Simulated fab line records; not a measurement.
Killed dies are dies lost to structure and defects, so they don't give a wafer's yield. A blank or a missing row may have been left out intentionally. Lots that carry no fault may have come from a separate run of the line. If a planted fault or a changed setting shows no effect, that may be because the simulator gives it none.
fab line records	flow berkeley-cmos170
[record] lots = 5	wafers = 23
route steps=331 shown M1@238 V1@254 M2@276 V2@302
start-h: start of the lot's first displayed wafer, in hours after the record's first day	wait-h: hours since the lot's step before	" repeats the value in the row above	L1.1+2: one row covering several wafers at once	- no value present, or no start provided	* or withheld: withheld	< > ~ a bound
route shown NAME@n: names a module that has steps shown in the file, with the first one's number in the route	usual: mean and standard deviation over wafers with no fault	same: alike in all rows	chamber/n: place in a boat	sites: per-site readings	_std_site: the values' standard deviation	_edge_site: mean of outer sites minus mean of inner sites	radius-mm: for every site, how far away it sits from the centre of the wafer	mask NAME#n: copy n	behind: the most recent tool/chamber to have shaped the wafer	hold: why the lot was held/for how many hours/how that ended	device: the transistor (n, p or np) that didn't switch	end of line: tests of these same wafers at the route's end	a step given without rows: its recipe and nothing more	killed: at the first sort, the dies lost to defects and structure; wafer yield is something else	map: a wafer's dies, marking killed ones x, the rest . and places with no die _
set.NAME: the run value of the setting; set.NAME@STEP: its run value at that earlier step	model.NAME: the simulator's own value behind a step, which no gauge read
lots whose settings were changed on purpose; a table a step, a row a wafer
[[steps]]
[step UCB170_M1_SPUTTER_00]
[recipe] material = Al	target-thk-nm = 600	time-s = 80	power-w = 6000	chamber-pressure-pa = 0.5
lot.wafer	tool	chamber	start-h	wait-h	set.chamber-pressure-pa	model.Al_of_M1_SPUTTER_00.thk-nm
L074.1	pvd-sputter-03	-	132.54	0.0	0.5647	579.9
L074.3	"	-	"	"	0.5647	582.8
L074.4	"	-	"	"	0.5647	578.7
L074.5	"	-	"	"	0.5647	576.2
L074.6	"	-	"	"	0.5647	579.3
L083.1	pvd-sputter-03	-	182.04	0.0	0.5206	589.9
L083.2	"	-	"	"	0.5206	595.2
L083.4	"	-	"	"	0.5206	599.7
L083.5	"	-	"	"	0.5206	590
L083.6	"	-	"	"	0.5206	594.3
L082.2	pvd-sputter-02	-	182.23	0.0	0.4418	605.7
L082.3	"	-	"	"	0.4418	613.5
L082.4	"	-	"	"	0.4418	616.3
L082.5	"	-	"	"	0.4418	613.4
L082.6	"	-	"	"	0.4418	612.9
L084.3	pvd-sputter-03	-	191.62	0.0	0.5	610.3
L084.5	"	-	"	"	0.5	613.6
L084.6	"	-	"	"	0.5	614.1
L085.1	pvd-sputter-04	-	204.10	0.0	0.5	600.8
L085.3	"	-	"	"	0.5	600.4
L085.4	"	-	"	"	0.5	603.7
L085.5	"	-	"	"	0.5	606.7
L085.6	"	-	"	"	0.5	599.4
[step UCB170_V1_CVD_00]
[recipe] material = SiO2	target-thk-nm = 2000	temp-c = 390	precursor = TEOS/O2	time-s = 250	rf-w = 550	pressure-mtorr = 9000
lot.wafer	tool	chamber	start-h	wait-h	set.time-s	model.SiO2_of_V1_CVD_00.thk-nm
L074.1	pecvd-02	2	137.10	0.0	275.1	2170
L074.3	"	1	"	"	250	1972
L074.4	"	1	"	"	250	1995
L074.5	"	2	"	"	275.1	2223
L074.6	"	0	"	"	275.1	2244
L082.2	pecvd-01	2	187.84	0.0	250	1966
L082.3	"	0	"	"	250	1971
L082.4	"	0	"	"	287.3	2316
L082.5	"	1	"	"	287.3	2302
L082.6	"	2	"	"	250	2009
L083.1	pecvd-04	1	187.84	0.0	250	2000
L083.2	"	2	"	"	250	1995
L083.4	"	0	"	"	265.6	2142
L083.5	"	1	"	"	265.6	2163
L083.6	"	2	"	"	250	2013
L084.3	pecvd-04	0	196.78	0.0	250	1986
L084.5	"	2	"	"	250	2037
L084.6	"	1	"	"	250	2025
L085.1	pecvd-01	1	207.81	0.0	250	1975
L085.3	"	2	"	"	282	2252
L085.4	"	2	"	"	282	2284
L085.5	"	1	"	"	250	1994
L085.6	"	0	"	"	250	2053
[step UCB170_V1_THK_MEAS_01]
[recipe] reads = SiO2_of_V1_CVD_00
[usual] V1_TEOS_THK = 2002/24
lot.wafer	tool	chamber	start-h	wait-h	set.time-s@V1_CVD_00	V1_TEOS_THK[nm]
L074.1	film-metro-03	-	137.26	0.1	275.1	2169
L074.3	"	-	"	"	250	1970
L074.4	"	-	"	"	250	1995
L074.5	"	-	"	"	275.1	2224
L074.6	"	-	"	"	275.1	2243
L083.1	film-metro-01	-	187.99	0.1	250	2000
L083.2	"	-	"	"	250	1996
L083.4	"	-	"	"	265.6	2142
L083.5	"	-	"	"	265.6	2161
L083.6	"	-	"	"	250	2012
L082.2	film-metro-02	-	188.00	0.1	250	1968
L082.3	"	-	"	"	250	1970
L082.4	"	-	"	"	287.3	2315
L082.5	"	-	"	"	287.3	2302
L082.6	"	-	"	"	250	2009
L084.3	film-metro-03	-	196.95	0.1	250	1988
L084.5	"	-	"	"	250	2039
L084.6	"	-	"	"	250	2024
L085.1	film-metro-02	-	207.97	0.1	250	1975
L085.3	"	-	"	"	282	2251
L085.4	"	-	"	"	282	2282
L085.5	"	-	"	"	250	1994
L085.6	"	-	"	"	250	2051
[step UCB170_M2_COAT_05]
[recipe] resist = KrF	spin-rpm = 1500	resist-thk-nm = 900
lot.wafer	tool	chamber	start-h	wait-h	set.resist-thk-nm	model.KrF_of_M2_COAT_05.thk-nm
L074.1	litho-track-03	0	142.17	0.1	900	900.1
L074.3	"	0	"	"	900	903.8
L074.4	"	0	"	"	900	900.5
L074.5	"	0	"	"	900	903
L074.6	"	0	"	"	900	900.9
L083.1	litho-track-01	0	191.08	0.1	948.9	944.8
L083.2	"	0	"	"	948.9	945.7
L083.4	"	0	"	"	948.9	944.7
L083.5	"	0	"	"	900	898
L083.6	"	0	"	"	900	898.4
L082.2	litho-track-03	0	191.35	0.1	900	901.9
L082.3+5	"	0	"	"	941.4	942.7
L082.4	"	0	"	"	900	901.7
L082.6	"	0	"	"	941.4	941.8
L084.3+5	litho-track-03	0	201.33	0.1	900	900.6
L084.6	"	0	"	"	900	900.2
L085.1	litho-track-02	0	210.83	0.1	900	899
L085.3	"	0	"	"	917.8	913.5
L085.4	"	0	"	"	900	901
L085.5	"	0	"	"	900	898.9
L085.6	"	0	"	"	917.8	919.4
[step UCB170_M2_SOFTBAKE_06]
[recipe] resist = KrF	temp-c = 130	time-s = 60
[step UCB170_M2_STRIP_07]
[recipe] chemistry = O2	power-w = 400	pressure-mtorr = 3500	platen-temp-c = withheld	o2-flow-sccm = 400	overash-fraction = 0.5
[usual] strip-time-to-endpoint-s = 21.95/0.063
lot.wafer	tool	chamber	start-h	wait-h	set.resist-thk-nm@M2_COAT_05	strip-time-to-endpoint-s
L074.1	plasma-asher-02	0	142.47	0.1	900	21.98
L074.3	"	0	"	"	900	22.07
L074.4	"	1	"	"	900	21.99
L074.5	"	1	"	"	900	22.03
L074.6	"	0	"	"	900	21.99
L083.1	plasma-asher-01	1	191.38	0.1	948.9	23.03
L083.2	"	0	"	"	948.9	23.05
L083.4	"	0	"	"	948.9	23.03
L083.5	"	0	"	"	900	21.91
L083.6	"	1	"	"	900	21.91
L082.2	plasma-asher-02	1	191.62	0.1	900	22.02
L082.3	"	1	"	"	941.4	22.97
L082.4	"	0	"	"	900	22.02
L082.5	"	1	"	"	941.4	22.99
L082.6	"	0	"	"	941.4	22.96
L084.3	plasma-asher-03	1	201.62	0.1	900	21.99
L084.5	"	0	"	"	900	21.97
L084.6	"	1	"	"	900	21.97
L085.1	plasma-asher-02	0	211.13	0.1	900	21.95
L085.3	"	0	"	"	917.8	22.28
L085.4	"	1	"	"	900	21.97
L085.5	"	0	"	"	900	21.96
L085.6	"	1	"	"	917.8	22.43
[step UCB170_V2_PEB_10]
[recipe] peb-temp-c = 130	peb-time-s = withheld	resist = KrF
lot.wafer	tool	chamber	start-h	wait-h	set.peb-temp-c
L074.1+4+5	litho-track-02	0	148.06	0.4	130
L074.3+6	"	0	"	"	131.4
L083.1+5+6	litho-track-01	0	195.93	0.1	126.4
L083.2+4	"	0	"	"	130
L082.2+5	litho-track-04	0	196.19	0.1	133
L082.3+4+6	"	0	"	"	130
L084.3+5+6	litho-track-02	0	205.33	0.1	130
L085.1+3+4+5+6	litho-track-04	0	214.78	0.1	130
[step UCB170_V2_DEVELOP_11]
[recipe] developer = TMAH	develop-time-s = 45	resist = KrF	dev-temp-c = 21
[step UCB170_V2_CD_MEAS_12]
[recipe] target-cd-nm = 700
[usual] cd-nm = 700.0/1.4
lot.wafer	tool	chamber	start-h	wait-h	set.peb-temp-c@V2_PEB_10	cd-nm
L074.1	cd-sem-02	-	148.34	-	130	700.6
L074.3	"	-	"	"	131.4	707.6
L074.4	"	-	"	"	130	699.6
L074.5	"	-	"	"	130	701.5
L074.6	"	-	"	"	131.4	708.5
L083.1	cd-sem-01	-	196.20	-	126.4	670.0
L083.2	"	-	"	"	130	697.4
L083.4	"	-	"	"	130	697.3
L083.5	"	-	"	"	126.4	669.8
L083.6	"	-	"	"	126.4	669.6
L082.2	cd-sem-02	-	196.46	-	133	716.7
L082.3	"	-	"	"	130	699.2
L082.4	"	-	"	"	130	700.7
L082.5	"	-	"	"	133	719.0
L082.6	"	-	"	"	130	700.5
L084.3	cd-sem-02	-	205.60	-	130	701.5
L084.5	"	-	"	"	130	701.1
L084.6	"	-	"	"	130	701.1
L085.1	cd-sem-01	-	215.05	-	130	700.0
L085.3	"	-	"	"	130	699.5
L085.4	"	-	"	"	130	698.4
L085.5	"	-	"	"	130	699.7
L085.6	"	-	"	"	130	700.0
[step UCB170_V2_ETCH_14]
[recipe] chemistry = CHF3/CF4/Ar	target = SiO2	stop-on = Al	CHF3_flow_sccm = 45	cf4-flow-sccm = 15	Ar_flow_sccm = 150	pressure-mtorr = 200	rf-w = 700	target-depth-a = 12500	over-etch-frac = 0.25	time-s = 291
lot.wafer	tool	chamber	start-h	wait-h	set.time-s	set.peb-temp-c@V2_PEB_10	model.V2.cd-nm	model.KrF_of_V2_COAT_07.thk-nm
L074.1	rie-diel-02	3	148.49	0.0	320.9	130	701.2	587.1
L074.3	"	1	"	"	320.9	131.4	708.8	584.3
L074.4	"	0	"	"	320.9	130	701.7	580.4
L074.5	"	1	"	"	291	130	701.4	614.8
L074.6	"	3	"	"	291	131.4	708.5	613.8
L083.1	rie-diel-01	3	196.36	0.0	310.6	126.4	671	586.5
L083.2	"	0	"	"	291	130	698.2	602.7
L083.4	"	1	"	"	310.6	130	697.7	586.1
L083.5	"	0	"	"	291	126.4	670.8	601.2
L083.6	"	3	"	"	310.6	126.4	670.6	587.3
L082.2	rie-diel-03	1	196.60	0.0	254.3	133	715.2	644.5
L082.3	"	2	"	"	254.3	130	697.1	656.2
L082.4	"	3	"	"	254.3	130	698.7	649.6
L082.5	"	0	"	"	291	133	717.6	611.5
L082.6	"	1	"	"	291	130	700.7	611.1
L084.3	rie-diel-02	2	205.71	0.0	291	130	700.4	620.2
L084.5	"	3	"	"	291	130	700.4	612.8
L084.6	"	0	"	"	291	130	701.2	607.5
L085.1	rie-diel-01	0	215.21	0.0	272.2	130	700.2	619.6
L085.3	"	3	"	"	291	130	699.3	605.9
L085.4	"	2	"	"	291	130	699.8	617.6
L085.5	"	1	"	"	291	130	700.1	607.2
L085.6	"	0	"	"	272.2	130	700.2	620.2
[step UCB170_V2_STRIP_15]
[recipe] chemistry = O2	power-w = 400	pressure-mtorr = 3500	platen-temp-c = withheld	o2-flow-sccm = 400	overash-fraction = 0.5
[usual] strip-time-to-endpoint-s = 15.30/0.14
lot.wafer	tool	chamber	start-h	wait-h	set.time-s@V2_ETCH_14	strip-time-to-endpoint-s
L074.1	plasma-asher-04	0	148.67	0.1	320.9	14.76
L074.3	"	0	"	"	320.9	14.68
L074.4	"	1	"	"	320.9	14.61
L074.5	"	1	"	"	291	15.42
L074.6	"	0	"	"	291	15.40
L083.1	plasma-asher-04	1	196.54	0.1	310.6	14.75
L083.2	"	0	"	"	291	15.15
L083.4	"	1	"	"	310.6	14.73
L083.5	"	0	"	"	291	15.10
L083.6	"	1	"	"	310.6	14.78
L082.2	plasma-asher-03	0	196.78	0.1	254.3	16.05
L082.3	"	1	"	"	254.3	16.35
L082.4	"	0	"	"	254.3	16.19
L082.5	"	0	"	"	291	15.35
L082.6	"	1	"	"	291	15.35
L084.3	plasma-asher-02	0	205.92	0.1	291	15.54
L084.5	"	1	"	"	291	15.37
L084.6	"	0	"	"	291	15.24
L085.1	plasma-asher-04	1	215.39	0.1	272.2	15.55
L085.3	"	0	"	"	291	15.21
L085.4	"	1	"	"	291	15.50
L085.5	"	1	"	"	291	15.26
L085.6	"	0	"	"	272.2	15.56
[step UCB170_V2_CD_MEAS_90]
[recipe] target-cd-nm = 700
[usual] cd-nm = 700.0/1.5
lot.wafer	tool	chamber	start-h	wait-h	set.peb-temp-c@V2_PEB_10	cd-nm
L074.1	cd-sem-02	-	148.77	0.1	130	701.2
L074.3	"	-	"	"	131.4	708.7
L074.4	"	-	"	"	130	701.8
L074.5	"	-	"	"	130	701.5
L074.6	"	-	"	"	131.4	708.5
L083.1	cd-sem-01	-	196.64	0.1	126.4	670.8
L083.2	"	-	"	"	130	698.4
L083.4	"	-	"	"	130	697.4
L083.5	"	-	"	"	126.4	671.0
L083.6	"	-	"	"	126.4	670.7
L082.2	cd-sem-02	-	196.90	0.1	133	715.3
L082.3	"	-	"	"	130	696.9
L082.4	"	-	"	"	130	698.9
L082.5	"	-	"	"	133	718.0
L082.6	"	-	"	"	130	700.5
L084.3	cd-sem-02	-	206.03	0.1	130	700.6
L084.5	"	-	"	"	130	700.2
L084.6	"	-	"	"	130	701.1
L085.1	cd-sem-02	-	215.49	0.1	130	700.2
L085.3	"	-	"	"	130	699.2
L085.4	"	-	"	"	130	699.9
L085.5	"	-	"	"	130	700.0
L085.6	"	-	"	"	130	700.3
[[key]]
[split] step = UCB170_M1_SPUTTER_00	setting = chamber-pressure-pa	stated = 0.5	by = lot
[response] step = UCB170_M1_SPUTTER_00	reading = model.Al_of_M1_SPUTTER_00.thk-nm	change = -1.37	per = 1%	r = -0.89
[split] step = UCB170_V1_CVD_00	setting = time-s	stated = 250	by = wafer
[response] step = UCB170_V1_CVD_00	reading = model.SiO2_of_V1_CVD_00.thk-nm	change = +21.8	per = 1%	r = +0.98
[response] step = UCB170_V1_THK_MEAS_01	reading = V1_TEOS_THK	change = +21.7	per = 1%	r = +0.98
[split] step = UCB170_M2_COAT_05	setting = resist-thk-nm	stated = 900	by = wafer
[response] step = UCB170_M2_COAT_05	reading = model.KrF_of_M2_COAT_05.thk-nm	change = +8.7	per = 1%	r = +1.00
[response] step = UCB170_M2_STRIP_07	reading = strip-time-to-endpoint-s	change = *	per = 1%	r = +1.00
[split] step = UCB170_V2_PEB_10	setting = peb-temp-c	stated = 130	by = wafer
[response] step = UCB170_V2_CD_MEAS_12	reading = cd-nm	change = +8.84	per = 1%	r = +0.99
[response] step = UCB170_V2_ETCH_14	reading = model.V2.cd-nm	change = +8.72	per = 1%	r = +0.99
[response] step = UCB170_V2_CD_MEAS_90	reading = cd-nm	change = +8.75	per = 1%	r = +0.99
[split] step = UCB170_V2_ETCH_14	setting = time-s	stated = 291	by = wafer
[response] step = UCB170_V2_ETCH_14	reading = model.KrF_of_V2_COAT_07.thk-nm	change = -2.75	per = 1%	r = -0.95
[response] step = UCB170_V2_STRIP_15	reading = strip-time-to-endpoint-s	change = *	per = 1%	r = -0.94
